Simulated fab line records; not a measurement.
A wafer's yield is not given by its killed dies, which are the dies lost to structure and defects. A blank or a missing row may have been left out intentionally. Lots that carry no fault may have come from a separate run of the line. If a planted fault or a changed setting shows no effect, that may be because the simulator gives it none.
Which tool was responsible? ; flow rit-cmos ; 14 lots, 42 wafers sampled, at 3 steps of a route of 202

WHAT EACH GAUGE READ, for each wafer
RIT_NSD_TW_MEAS_10. Usual: NSD_TW 3117, standard deviation 15.
lot;measured;on;NSD_TW;flag
L214;day 3 03:47;film-metro-02;3108 3098 3104;
L216;day 3 15:52;film-metro-02;3135 3115 3104;
L217;day 3 18:45;film-metro-02;3112 3108 3115;
L218;day 3 22:26;film-metro-02;3109 3111 3121;
L219;day 4 02:38;film-metro-01;3116 3106 3104;
L220;day 4 06:53;film-metro-01;3089 3101 3108;
L221;day 4 10:55;film-metro-02;3115 3124 3105;
L224;day 5 06:36;film-metro-02;3114 3115 3123;
L225;day 5 08:39;film-metro-01;3129 3138 3102;
L230;day 6 11:26;film-metro-02;2880 2897 2892;OFF
L231;day 6 14:29;film-metro-01;2889 2891 2891;OFF
L233;day 7 01:04;film-metro-02;3136 3144 3128;
L236;day 7 20:20;film-metro-04;3099 3087 3094;
L237;day 8 00:34;film-metro-02;3137 3137 3133;

RIT_SDANNEAL_RS_MEAS_05: uses a four-point probe to measure. Usual: NSD_RS 84.4 ohm/sq, standard deviation 0.33.
lot;measured;on;NSD_RS (ohm/sq);flag
L214;day 3 05:56;film-metro-01;84.2 84.0 84.0;
L216;day 3 17:54;film-metro-01;83.9 84.3 84.0;
L217;day 3 20:46;film-metro-02;84.4 84.6 84.3;
L218;day 4 00:33;film-metro-01;84.1 84.0 84.0;
L219;day 4 04:40;film-metro-02;84.0 84.4 84.3;
L220;day 4 09:18;film-metro-01;84.2 84.0 84.0;
L221;day 4 13:14;film-metro-04;84.9 84.7 84.7;
L224;day 5 08:45;film-metro-02;84.6 84.3 84.6;
L225;day 5 10:52;film-metro-04;84.3 84.4 84.3;
L230;day 6 13:32;film-metro-01;111.6 111.8 111.9;OFF
L231;day 6 16:38;film-metro-01;110.6 111.3 111.0;OFF
L233;day 7 03:10;film-metro-02;84.0 83.8 84.1;
L236;day 7 22:40;film-metro-01;84.0 84.3 84.4;
L237;day 8 03:05;film-metro-02;84.4 84.4 84.7;

TOOL THAT RAN EACH LOT (tool first, then ch and the chambers of the sampled wafers, then the start)
lot;RIT_NSD_IMPLANT_08
L214;implanter-01 ch 0, day 3 03:28
L216;implanter-01 ch 0, day 3 15:33
L217;implanter-04 ch 0, day 3 18:25
L218;implanter-04 ch 0, day 3 22:06
L219;implanter-01 ch 0, day 4 02:19
L220;implanter-04 ch 0, day 4 06:34
L221;implanter-03 ch 0, day 4 10:35
L224;implanter-03 ch 0, day 5 06:17
L225;implanter-04 ch 0, day 5 08:20
L230;implanter-03 ch 0, day 6 11:07
L231;implanter-03 ch 0, day 6 14:10
L233;implanter-01 ch 0, day 7 00:47
L236;implanter-04 ch 0, day 7 20:03
L237;implanter-04 ch 0, day 8 00:16
- RIT_NSD_IMPLANT_08

AS READ BY THE TOOLS THEMSELVES (means over the sampled wafers that have a number; for cases with no such wafer, the mark the record gives instead)
RIT_NSD_IMPLANT_08. Usual: dose-ions-cm2 9.997e+14, standard deviation 9.5e+11; faraday-current-uA 3127, standard deviation 60.
lot;tool;dose-ions-cm2;faraday-current-uA;flag
L214;implanter-01;1.001e+15;3181;
L216;implanter-01;9.999e+14;3179;
L217;implanter-04;1.000e+15;3120;
L218;implanter-04;9.997e+14;3150;
L219;implanter-01;9.989e+14;3181;
L220;implanter-04;9.991e+14;3099;
L221;implanter-03;9.988e+14;3092;
L224;implanter-03;1.001e+15;3140;
L225;implanter-04;9.998e+14;3093;
L230;implanter-03;7.039e+14;2199;OFF
L231;implanter-03;7.035e+14;2221;OFF
L233;implanter-01;9.990e+14;3164;
L236;implanter-04;1.000e+15;3137;
L237;implanter-04;9.994e+14;3177;

THE ANSWER, worked out from the rows above alone
Rule: take the mean of a lot's wafers that have a number; if it is more than 3 standard deviations from the usual mean, the lot is off. A lot without any number at a reading at which 4 lots or more have one is off too. Where the step has rows for the other lots, those lots are counted as sound. First the gauges in route order, then the tools' own readings, where a lot's mean is used as printed above. At the first step where some lot is off, the reading lying furthest off is the one used; lots without a number count as furthest.
Off: L230, L231, seen at RIT_NSD_TW_MEAS_10 (NSD_TW).
If a tool, at a process step before that reading, ran all the lots that are off and no sound lot after the first of them, it fits. Not tried: the gauges at RIT_NSD_TW_MEAS_10; whatever is off there is also off at RIT_NSD_IMPLANT_08, on other tools, and gauge error can't account for it. One fits: implanter-03 at RIT_NSD_IMPLANT_08. Its last sound lot is L224 (day 5 06:17), its first lot that is off L230 (day 6 11:07): a fault that began between those two fits.
The tool's own readings at RIT_NSD_IMPLANT_08 bear it out: on the lots that are off they differ by more than 5 times the standard deviation of the sound lots' means. dose-ions-cm2 reads 7.037e+14 there against 9.997e+14 on the sound lots; faraday-current-uA reads 2210 there against 3143 on the sound lots.

WHAT THE SIMULATOR PUT IN
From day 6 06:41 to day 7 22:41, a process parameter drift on implanter-03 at RIT_NSD_IMPLANT_08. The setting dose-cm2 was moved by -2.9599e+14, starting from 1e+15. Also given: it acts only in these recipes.
Lots struck among those shown: L230, L231. This agrees with what the rule above found.
